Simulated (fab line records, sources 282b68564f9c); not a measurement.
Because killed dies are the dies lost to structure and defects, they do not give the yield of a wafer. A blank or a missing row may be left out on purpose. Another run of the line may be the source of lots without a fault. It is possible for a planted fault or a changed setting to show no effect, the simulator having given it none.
The same fault as seen by 2 desks -- flow rit-cmos -- every desk sees just its own numbers, and what lay behind them comes last

AT THE TOOL OWNER'S DESK: implanter-02
The tool's own readings at RIT_PRETRO_IMPLANT_08: means of the sampled wafers that have a number, for each lot that ran on this tool. The brackets show how far a lot's mean lies from the usual mean; more than 4 standard deviations puts the lot out of limits, marked OUT.
Columns: A = dose-ions-cm2 at RIT_PRETRO_IMPLANT_08, usual 1.1999e+13; B = faraday-current-uA at RIT_PRETRO_IMPLANT_08, usual 37.9
lot,first seen here,A,B
L197,day 2 07:50,1.1987e+13,38.4
L204,day 3 18:25,1.1992e+13,37.7
L210,day 5 00:26,1.6324e+13 (+99 or more) OUT,51.1 (+16) OUT
L212,day 5 10:36,1.6327e+13 (+99 or more) OUT,51.3 (+17) OUT
Finding of this desk: L210, L212 out of limits; the first was L210 at day 5 00:26, on dose-ions-cm2 at RIT_PRETRO_IMPLANT_08. Within limits: L197, L204.

AT THE METROLOGY DESK
Means of the sampled wafers that have a number, per lot and without regard to the tool the lot ran on: this is what the gauges read. The brackets show how far a lot's mean lies from the usual mean; more than 4 standard deviations puts the lot out of limits, marked OUT.
Columns: A = cd-nm at RIT_ACTIVE_CD_MEAS_11, usual 1398.8 nm; B = NWELL_OVL at RIT_NWELL_OVL_MEAS_06, usual 1.2 nm; C = PRETRO_TW at RIT_PRETRO_TW_MEAS_10, usual 479.1
lot,first seen here,A,B,C
L197,day 1 15:18,1397.1,0.0,481.0
L200,day 2 05:37,1401.0,1.1,476.9
L201,day 2 10:26,1401.2,2.8,482.0
L202,day 2 15:35,1398.4,0.9,476.2
L204,day 3 01:58,1397.4,2.8,482.3
L207,day 3 16:34,1395.4,1.4,480.3
L208,day 3 22:13,1399.8,1.3,478.6
L210,day 4 07:35,1399.3,3.2,528.9 (+19) OUT
L212,day 4 17:34,1397.6,-1.2,528.2 (+19) OUT
L214,day 5 03:34,1399.3,1.9,478.9
L216,day 5 14:52,1401.0,-0.1,480.3
L217,day 5 18:53,1398.7,0.5,479.8
L218,day 5 23:47,1400.2,2.9,480.0
L219,day 6 04:35,1399.7,-1.9,477.5
This desk reports L210, L212 out of limits; the earliest was L210 at day 5 00:44 (PRETRO_TW at RIT_PRETRO_TW_MEAS_10). Within limits: L197, L200, L201, L202, L204, L207, L208, L214, L216, L217, L218, L219.

ALL TOGETHER
The tool owner's desk could have raised an alarm at day 5 00:26, on L210, L212.
An alarm was possible from the metrology desk at day 5 00:44, on L210, L212.
On implanter-02, each named lot ran RIT_PRETRO_IMPLANT_08.

WHAT HAD BEEN PUT IN BY THE SIMULATOR
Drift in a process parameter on implanter-02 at RIT_PRETRO_IMPLANT_08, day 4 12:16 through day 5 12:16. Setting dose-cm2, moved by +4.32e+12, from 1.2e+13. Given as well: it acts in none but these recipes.
Shown lots that were struck: L210, L212.
Delay (hours) between the fault's onset and each desk's first out-of-limits reading: 12 at the tool owner's desk, 12 at the metrology desk.
